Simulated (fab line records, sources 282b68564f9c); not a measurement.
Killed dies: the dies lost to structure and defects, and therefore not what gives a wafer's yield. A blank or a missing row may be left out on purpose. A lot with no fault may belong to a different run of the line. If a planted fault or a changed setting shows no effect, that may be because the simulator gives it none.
What tool caused it? ; flow rit cmos ; 14 lots, 42 wafers sampled, at 6 steps of a route of 202

WHAT THE GAUGES READ, wafer by wafer
RIT_PSD_OVL_MEAS_06. Usual: PSD_OVL gives -0.7 nm (standard deviation 1.3).
lot;measured;on;PSD_OVL (nm);flag
L850;day 3 03:29;overlay-02;-1.0 -0.9 -3.8;
L851;day 3 05:25;overlay-02;1.5 0.4 1.4;
L852;day 3 12:01;overlay-01;-2.6 -2.9 -1.7;
L853;day 3 15:26;overlay-01;-1.4 -0.1 0.3;
L855;day 4 01:54;overlay-02;0.7 0.7 0.5;
L856;day 4 05:29;overlay-02;0.4 2.1 0.5;
L857;day 4 12:04;overlay-02;0.8 0.4 0.0;
L858;day 4 16:17;overlay-02;-1.3 -1.3 -1.5;
L859;day 4 22:32;overlay-01;-3.6 -2.9 -3.1;
L861;day 5 08:02;overlay-02;0.1 -1.2 -2.3;
L862;day 5 12:05;overlay-02;-1.6 -3.3 -1.9;
L864;day 5 23:06;overlay-02;-0.8 -1.4 -2.2;
L870;day 7 05:51;overlay-01;-0.3 0.0 0.2;
L872;day 7 14:03;overlay-02;0.1 -0.7 -0.3;

RIT_SDANNEAL_RS_MEAS_07: measurement is done with a four-point probe. Usual: NLDD_RS gives 151.6 ohm/sq (standard deviation 0.5).
lot;measured;on;NLDD_RS (ohm/sq);flag
L850;day 3 04:52;film metro-02;150.9 151.4 151.2;
L851;day 3 06:46;film metro-02;151.4 151.6 151.4;
L852;day 3 13:23;film metro-02;151.6 152.1 152.4;
L853;day 3 16:50;film metro-03;152.1 151.8 151.7;
L855;day 4 03:16;film metro-01;152.3 151.3 151.9;
L856;day 4 06:56;film metro-01;152.1 152.1 152.5;
L857;day 4 13:29;film metro-02;151.6 151.8 152.1;
L858;day 4 17:41;film metro-02;150.7 151.0 149.9;
L859;day 4 23:55;film metro-03;151.6 150.6 151.5;
L861;day 5 09:25;film metro-03;152.4 152.1 151.8;
L862;day 5 13:26;film metro-01;151.9 151.7 151.5;
L864;day 6 00:27;film metro-03;152.1 151.8 151.9;
L870;day 7 07:13;film metro-03;151.3 152.0 152.2;
L872;day 7 15:29;film metro-01;151.0 151.3 151.3;

RIT_SILICIDE_RS_MEAS_02: measurement is done with a four-point probe. Usual: SILICIDE_TI_RS gives 45.9 ohm/sq (standard deviation 0.78).
lot;measured;on;SILICIDE_TI_RS (ohm/sq);flag
L850;day 3 05:10;film metro-03;45.7 45.1 45.4;
L851;day 3 07:03;film metro-04;45.0 45.1 44.7;
L852;day 3 13:40;film metro-01;45.7 45.1 45.4;
L853;day 3 17:07;film metro-04;46.2 46.3 45.7;
L855;day 4 03:34;film metro-03;45.8 46.0 46.5;
L856;day 4 07:13;film metro-04;46.4 46.2 46.3;
L857;day 4 13:46;film metro-03;46.4 46.5 47.0;
L858;day 4 17:58;film metro-04;45.4 44.7 45.9;
L859;day 5 00:12;film metro-04;44.2 44.5 44.5;
L861;day 5 09:43;film metro-01;46.7 47.3 47.2;
L862;day 5 13:43;film metro-04;45.1 194.3 45.2;OFF
L864;day 6 00:44;film metro-04;45.4 45.3 199.5;OFF
L870;day 7 07:29;film metro-01;47.2 46.4 46.1;
L872;day 7 15:46;film metro-03;46.8 46.5 46.4;

RIT_SILICIDE_THK_MEAS_03: measures by xrf. Usual: SILICIDE_TI_THK gives 31.5 nm (standard deviation 0.48).
lot;measured;on;SILICIDE_TI_THK (nm);flag
L850;day 3 05:16;film metro-03;31.4 31.7 31.8;
L851;day 3 07:10;film metro-04;32.0 31.8 32.0;
L852;day 3 13:47;film metro-01;31.7 32.1 31.9;
L853;day 3 17:14;film metro-04;31.2 31.1 31.5;
L855;day 4 03:40;film metro-03;31.3 31.2 31.0;
L856;day 4 07:19;film metro-04;31.1 31.2 31.0;
L857;day 4 13:52;film metro-03;31.1 31.0 30.8;
L858;day 4 18:05;film metro-04;31.4 32.0 31.3;
L859;day 5 00:18;film metro-04;32.5 32.1 32.4;
L861;day 5 09:49;film metro-01;31.3 30.8 30.9;
L862;day 5 13:50;film metro-04;31.7 10.4 31.9;OFF
L864;day 6 00:51;film metro-04;31.9 31.8 10.2;OFF
L870;day 7 07:37;film metro-01;31.0 31.4 31.3;
L872;day 7 15:52;film metro-03;30.6 30.8 30.8;

TOOL THAT RAN EACH LOT (tool first, then ch and the chambers of the sampled wafers, then the start)
lot;RIT_GATE_STRIP_20;RIT_SILICIDE_SPUTTER_01
L850;plasma asher-01 ch 0,1, day 2 16:11;pvd sputter-01, day 3 04:58
L851;plasma asher-02 ch 0,1, day 2 18:09;pvd sputter-03, day 3 06:54
L852;plasma asher-01 ch 0,1, day 3 01:01;pvd sputter-01, day 3 13:31
L853;plasma asher-03 ch 0,1, day 3 04:26;pvd sputter-04, day 3 16:58
L855;plasma asher-02 ch 0,1, day 3 14:42;pvd sputter-04, day 4 03:23
L856;plasma asher-01 ch 0,1, day 3 18:23;pvd sputter-01, day 4 07:02
L857;plasma asher-02 ch 0,1, day 4 00:50;pvd sputter-04, day 4 13:35
L858;plasma asher-02 ch 0,1, day 4 04:46;pvd sputter-01, day 4 17:48
L859;plasma asher-01 ch 0,1, day 4 10:51;pvd sputter-01, day 5 00:01
L861;plasma asher-01 ch 0,1, day 4 19:59;pvd sputter-04, day 5 09:32
L862;plasma asher-02 ch 0,1, day 5 00:23;pvd sputter-01, day 5 13:34
L864;plasma asher-01 ch 0,1, day 5 11:58;pvd sputter-01, day 6 00:35
L870;plasma asher-01 ch 0,1, day 6 18:24;pvd sputter-04, day 7 07:20
L872;plasma asher-01 ch 0,1, day 7 02:37;pvd sputter-04, day 7 15:35
- RIT_GATE_STRIP_20: strips in O2, time 180 s.
- RIT_SILICIDE_SPUTTER_01: material Ti, target thk 30 nm, time 240 s.

WHAT THE TOOLS THEMSELVES READ (means of the sampled wafers that have a number; where no wafer has one, the mark that the record gives instead)
RIT_GATE_STRIP_20. Usual: 5.65 A for drypump motor current A, sd 0.28.
lot;tool;drypump motor current A (A);flag
L850;plasma asher-01;5.69;
L851;plasma asher-02;5.73;
L852;plasma asher-01;5.68;
L853;plasma asher-03;5.67;
L855;plasma asher-02;5.74;
L856;plasma asher-01;5.70;
L857;plasma asher-02;5.60;
L858;plasma asher-02;5.60;
L859;plasma asher-01;5.71;
L861;plasma asher-01;5.68;
L862;plasma asher-02;5.73;
L864;plasma asher-01;5.68;
L870;plasma asher-01;5.70;
L872;plasma asher-01;5.69;

RIT_SILICIDE_SPUTTER_01. Usual: 29.6 % for throttle valve pct, sd 1.1.
lot;tool;throttle valve pct (%);flag
L850;pvd sputter-01;30.2;
L851;pvd sputter-03;30.0;
L852;pvd sputter-01;29.7;
L853;pvd sputter-04;29.7;
L855;pvd sputter-04;28.8;
L856;pvd sputter-01;29.9;
L857;pvd sputter-04;28.8;
L858;pvd sputter-01;29.4;
L859;pvd sputter-01;30.3;
L861;pvd sputter-04;30.5;
L862;pvd sputter-01;29.3;
L864;pvd sputter-01;29.5;
L870;pvd sputter-04;30.9;
L872;pvd sputter-04;30.5;

THE ANSWER, worked out from the rows above alone
Rule: take the mean of a lot's wafers that have a number; if it is more than 3 standard deviations from the usual mean, the lot is off. Also off: a lot with no number at a reading for which 4 or more lots have one. Any other lot the step has rows for is counted as sound. After the gauges, taken in route order, come the tools' own readings; for these a lot's mean is taken, as printed above. At the first step where some lot is off, the reading lying furthest off is the one used; lots without a number count as furthest.
Off: L862, L864, seen at RIT_SILICIDE_RS_MEAS_02 (SILICIDE_TI_RS).
A tool fits if, at a process step before that reading, it ran every lot that is off, and no sound lot after the first of them. Gauges at RIT_SILICIDE_RS_MEAS_02: tried the same way as those tools. 2 tools fit, pvd sputter-01 at RIT_SILICIDE_SPUTTER_01 and film metro-04 at RIT_SILICIDE_RS_MEAS_02, so this cannot tell which one it is.

WHAT WAS PUT IN BY THE SIMULATOR
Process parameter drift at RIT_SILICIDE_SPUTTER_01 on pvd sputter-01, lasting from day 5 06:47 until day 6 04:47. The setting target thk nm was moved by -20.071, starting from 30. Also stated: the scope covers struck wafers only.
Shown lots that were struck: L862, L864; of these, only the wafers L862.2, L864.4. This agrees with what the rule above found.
